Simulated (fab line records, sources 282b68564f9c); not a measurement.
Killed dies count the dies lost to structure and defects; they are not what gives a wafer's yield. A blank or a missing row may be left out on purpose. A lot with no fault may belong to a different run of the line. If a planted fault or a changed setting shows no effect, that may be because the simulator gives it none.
fab line records ; flow rit_cmos
record lots=14; wafers=42; last_day=6
route steps=202 shown GATE@84
lots untouched by any fault: they come from a run of this same line in which no faults occurred
start_h: hours from the record's first day to the start of the lot's first wafer shown ; wait_h: hours elapsed since this lot's preceding step ; " the same as in the row above ; L1.1+2: one row covering several wafers at once ; - no value, or no start was given ; * or withheld: withheld ; < > ~ a bound
route shown NAME@n: names a module that has steps shown in the file, with the first one's number in the route ; usual: mean and standard deviation over wafers with no fault ; same: alike in all rows ; chamber/n: place in a boat ; sites: each site's reading ; _std_site: standard deviation across them ; _edge_site: mean of outer sites minus mean of inner sites ; radius_mm: how far each site lies from the wafer's centre ; mask NAME#n: copy n ; behind: the last tool/chamber to shape the wafer ; hold: why the lot went on hold/how many hours it stayed there/how the hold came to an end ; device: which transistor (n, p or np) failed to switch ; end of line: tests of these same wafers at the route's end ; for a step that has no rows: nothing shown but its recipe ; killed: not the wafer's yield, but the dies lost to structure and defects at the first sort ; map: shows each die of a wafer: x if killed, . if not, _ if none is there
set.NAME: setting as actually run; set.NAME@STEP: the setting as run at that earlier step ; model.NAME: the simulator's own value behind a step, which no gauge read
one table for each step of the route and one row for each wafer, over a sample of lots
services: from which hour (start_h, from the record's first day; less than 0 if before it) a tool's chamber was out of use, for how many hours, and why
## steps
# step RIT_GATE_CVD_08
# recipe material=poly-Si; target_thk_nm=250; temp_c=610; precursor=SiH4; time_s=2220; pressure_mtorr=300; sih4_flow_sccm=100
# usual susceptor_temp_C=610.04/0.28
lot.wafer;tool;chamber;start_h;wait_h;susceptor_temp_C
L152.1;lpcvd-02;1;39.91;0.1;609.90
L152.4;lpcvd-02;1;39.91;0.1;609.99
L152.6;lpcvd-02;1;39.91;0.1;610.10
L154.1;lpcvd-02;0;44.52;0.1;610.61
L154.2;lpcvd-02;0;44.52;0.1;610.10
L154.5;lpcvd-02;0;44.52;0.1;610.60
L155.2;lpcvd-01;0;49.91;0.0;610.02
L155.5;lpcvd-01;0;49.91;0.0;610.11
L155.6;lpcvd-01;0;49.91;0.0;610.04
L156.2;lpcvd-01;1;55.09;0.4;610.09
L156.3;lpcvd-01;1;55.09;0.4;610.09
L156.4;lpcvd-01;1;55.09;0.4;610.17
L157.3;lpcvd-02;1;60.51;0.0;609.76
L157.4;lpcvd-02;1;60.51;0.0;609.91
L157.6;lpcvd-02;1;60.51;0.0;609.73
L158.2;lpcvd-02;1;64.61;0.0;609.63
L158.4;lpcvd-02;1;64.61;0.0;609.46
L158.6;lpcvd-02;1;64.61;0.0;609.41
L159.1;lpcvd-01;1;68.44;0.1;609.94
L159.2;lpcvd-01;1;68.44;0.1;610.25
L159.4;lpcvd-01;1;68.44;0.1;610.16
L160.1;lpcvd-02;1;73.94;0.1;610.27
L160.5;lpcvd-02;1;73.94;0.1;609.73
L160.6;lpcvd-02;1;73.94;0.1;609.88
L162.1;lpcvd-01;0;84.97;0.1;610.12
L162.3;lpcvd-01;0;84.97;0.1;609.65
L162.5;lpcvd-01;0;84.97;0.1;609.98
L163.2;lpcvd-01;0;88.59;0.0;609.67
L163.4;lpcvd-01;0;88.59;0.0;609.44
L163.5;lpcvd-01;0;88.59;0.0;610.36
L164.2;lpcvd-02;1;93.23;0.0;610.34
L164.3;lpcvd-02;1;93.23;0.0;609.74
L164.4;lpcvd-02;1;93.23;0.0;610.28
L165.2;lpcvd-01;1;98.44;0.0;609.97
L165.3;lpcvd-01;1;98.44;0.0;609.96
L165.4;lpcvd-01;1;98.44;0.0;610.26
L166.1;lpcvd-01;0;105.38;0.1;610.10
L166.2;lpcvd-01;0;105.38;0.1;609.91
L166.3;lpcvd-01;0;105.38;0.1;610.20
L167.1;lpcvd-02;1;109.94;0.1;610.14
L167.2;lpcvd-02;1;109.94;0.1;609.70
L167.5;lpcvd-02;1;109.94;0.1;609.68
# step RIT_GATE_THK_MEAS_09
# recipe reads=poly-Si_of_GATE_CVD_08
# usual GATE_POLY_THK=250.5/2.7
lot.wafer;tool;chamber;start_h;wait_h;GATE_POLY_THK[nm]
L152.1;film_metro-04;-;41.53;0.0;249.0
L152.4;film_metro-04;-;41.53;0.0;249.9
L152.6;film_metro-04;-;41.53;0.0;249.2
L154.1;film_metro-01;-;46.13;0.0;251.5
L154.2;film_metro-01;-;46.13;0.0;249.6
L154.5;film_metro-01;-;46.13;0.0;251.9
L155.2;film_metro-04;-;51.54;0.0;248.9
L155.5;film_metro-04;-;51.54;0.0;250.8
L155.6;film_metro-04;-;51.54;0.0;249.9
L156.2;film_metro-04;-;56.72;0.0;254.2
L156.3;film_metro-04;-;56.72;0.0;255.6
L156.4;film_metro-04;-;56.72;0.0;255.3
L157.3;film_metro-04;-;62.95;0.0;250.1
L157.4;film_metro-04;-;62.95;0.0;253.2
L157.6;film_metro-04;-;62.95;0.0;252.8
L158.2;film_metro-02;-;66.23;0.0;249.1
L158.4;film_metro-02;-;66.23;0.0;246.6
L158.6;film_metro-02;-;66.23;0.0;250.0
L159.1;film_metro-02;-;70.06;0.0;245.4
L159.2;film_metro-02;-;70.06;0.0;245.0
L159.4;film_metro-02;-;70.06;0.0;244.9
L160.1;film_metro-02;-;75.55;0.0;249.4
L160.5;film_metro-02;-;75.55;0.0;247.7
L160.6;film_metro-02;-;75.55;0.0;250.9
L162.1;film_metro-02;-;86.58;0.0;254.4
L162.3;film_metro-02;-;86.58;0.0;253.1
L162.5;film_metro-02;-;86.58;0.0;252.4
L163.2;film_metro-02;-;90.22;0.0;256.5
L163.4;film_metro-02;-;90.22;0.0;256.7
L163.5;film_metro-02;-;90.22;0.0;256.5
L164.2;film_metro-04;-;94.86;0.0;247.4
L164.3;film_metro-04;-;94.86;0.0;248.8
L164.4;film_metro-04;-;94.86;0.0;247.3
L165.2;film_metro-02;-;100.11;0.1;383.5
L165.3;film_metro-02;-;100.11;0.1;382.5
L165.4;film_metro-02;-;100.11;0.1;384.3
L166.1;film_metro-04;-;107.00;0.0;386.0
L166.2;film_metro-04;-;107.00;0.0;384.2
L166.3;film_metro-04;-;107.00;0.0;385.0
L167.1;film_metro-04;-;111.56;0.0;251.1
L167.2;film_metro-04;-;111.56;0.0;249.0
L167.5;film_metro-04;-;111.56;0.0;248.6
# step RIT_GATE_ETCH_19
# recipe chemistry=SF6/CHF3/O2; time_s=165; SF6_flow_sccm=30; CHF3_flow_sccm=30; O2_flow_sccm=5; target=poly-Si; pressure_mtorr=40; rf_w=160; target_depth_a=3125; over_etch_frac=0.25; stop_on=SiO2
# usual drypump_motor_current_A=5.96/0.28; oes_product_au=0.856/0.014; throttle_valve_pct=10.20/0.075
lot.wafer;tool;chamber;start_h;wait_h;drypump_motor_current_A;oes_product_au;rf_hours_counter_h;throttle_valve_pct
L152.1;rie_si-02;0;42.87;0.1;6.03;0.874;150;10.08
L152.4;rie_si-02;2;42.87;0.1;5.83;0.866;1;10.19
L152.6;rie_si-02;2;42.87;0.1;5.85;0.858;-;10.20
L154.1;rie_si-02;3;47.35;0.1;6.44;0.872;3;10.27
L154.2;rie_si-02;0;47.35;0.1;6.02;0.865;151;10.10
L154.5;rie_si-02;3;47.35;0.1;6.49;0.874;-;10.27
L155.2;rie_si-01;3;53.02;0.1;6.20;0.853;143;10.10
L155.5;rie_si-01;2;53.02;0.1;5.97;0.842;-;10.32
L155.6;rie_si-01;3;53.02;0.1;6.21;0.853;-;10.11
L156.2;rie_si-02;3;58.08;0.1;6.46;0.874;3;10.26
L156.3;rie_si-02;2;58.08;0.1;5.86;0.873;1;10.19
L156.4;rie_si-02;0;58.08;0.1;5.99;0.876;151;10.08
L157.3;rie_si-01;3;64.27;0.1;6.20;0.849;143;10.11
L157.4;rie_si-01;0;64.27;0.1;5.73;0.881;13;10.14
L157.6;rie_si-01;0;64.27;0.1;5.74;0.874;-;10.12
L158.2;rie_si-02;3;67.44;0.1;6.42;0.860;3;10.27
L158.4;rie_si-02;0;67.44;0.1;6.00;0.863;151;10.08
L158.6;rie_si-02;2;67.44;0.1;5.86;0.861;-;10.20
L159.1;rie_si-01;0;71.40;0.1;5.74;0.866;13;10.14
L159.2;rie_si-01;3;71.40;0.1;6.20;0.833;143;10.09
L159.4;rie_si-01;2;71.40;0.1;5.98;0.838;112;10.30
L160.1;rie_si-01;1;76.95;0.1;5.43;0.842;3;10.18
L160.5;rie_si-01;2;76.95;0.1;6.00;0.836;-;10.31
L160.6;rie_si-01;3;76.95;0.1;6.19;0.847;-;10.10
L162.1;rie_si-01;1;87.80;0.1;5.44;0.865;3;10.18
L162.3;rie_si-01;0;87.80;0.1;5.71;0.883;14;10.16
L162.5;rie_si-01;0;87.80;0.1;5.73;0.873;-;10.12
L163.2;rie_si-02;1;91.55;0.1;5.96;0.853;2;10.27
L163.4;rie_si-02;0;91.55;0.1;6.06;0.883;151;10.09
L163.5;rie_si-02;3;91.55;0.1;6.47;0.885;-;10.28
L164.2;rie_si-01;0;96.34;0.1;5.74;0.870;14;10.14
L164.3;rie_si-01;2;96.34;0.1;6.02;0.840;113;10.30
L164.4;rie_si-01;1;96.34;0.1;5.43;0.843;3;10.18
L165.2;rie_si-02;0;101.54;0.1;6.04;1.016;151;10.07
L165.3;rie_si-02;2;101.54;0.1;5.83;0.999;1;10.19
L165.4;rie_si-02;3;101.54;0.1;6.44;1.000;4;10.28
L166.1;rie_si-01;3;108.21;0.1;6.22;1.012;143;10.11
L166.2;rie_si-01;2;108.21;0.1;5.99;1.003;113;10.31
L166.3;rie_si-01;0;108.21;0.1;5.73;0.985;14;10.12
L167.1;rie_si-02;3;113.04;0.1;6.47;0.861;4;10.26
L167.2;rie_si-02;1;113.04;0.1;5.97;0.842;2;10.25
L167.5;rie_si-02;1;113.04;0.1;6.01;0.834;-;10.27
## services
tool;chamber;start_h;hours;kind
rie_si-02;-;75.80;1.2;repair
rie_si-01;2;79.38;5.0;repair
rie_si-01;3;84.62;4.9;repair
rie_si-02;0;111.21;6.5;repair
## key
first_sign step=RIT_GATE_THK_MEAS_09; reading=GATE_POLY_THK; direction=up; sigmas=50; usual=250.5; struck=384.3
effect step=RIT_GATE_ETCH_19; reading=oes_product_au; direction=up; sigmas=10; usual=0.856; struck=1.002
met_at RIT_GATE_CVD_08
struck_lots L165,L166
later_rows_left_out L165.2,L165.3,L165.4,L166.1,L166.2,L166.3
sort_left_out L165.2,L165.3,L165.4,L166.1,L166.2,L166.3
tester_left_out L165,L166
onset_between 88.59 98.44
fault kind=process_parameter_drift; tool=lpcvd-01; chamber=-; onset_h=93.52; steps=RIT_GATE_CVD_08; channel=target_thk_nm; offset=134.68; shape=step; end_h=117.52; acts_in=these_recipes_only; stated=250
# tester_left_out: of these lots the tester's yield and bins aren't shown, on N5 and GAA mostly nor the transistor test; their killed dies are dies lost to structure and defects alone, not to doping, threshold or leakage, so they don't give the yield
# sort_left_out: the simulated sort isn't trusted on such a fault, so these wafers' sort isn't shown, and their yield isn't known
# later_rows_left_out: the simulator's readings of these wafers behind a module that went badly wrong aren't trusted and aren't shown, but for the sort
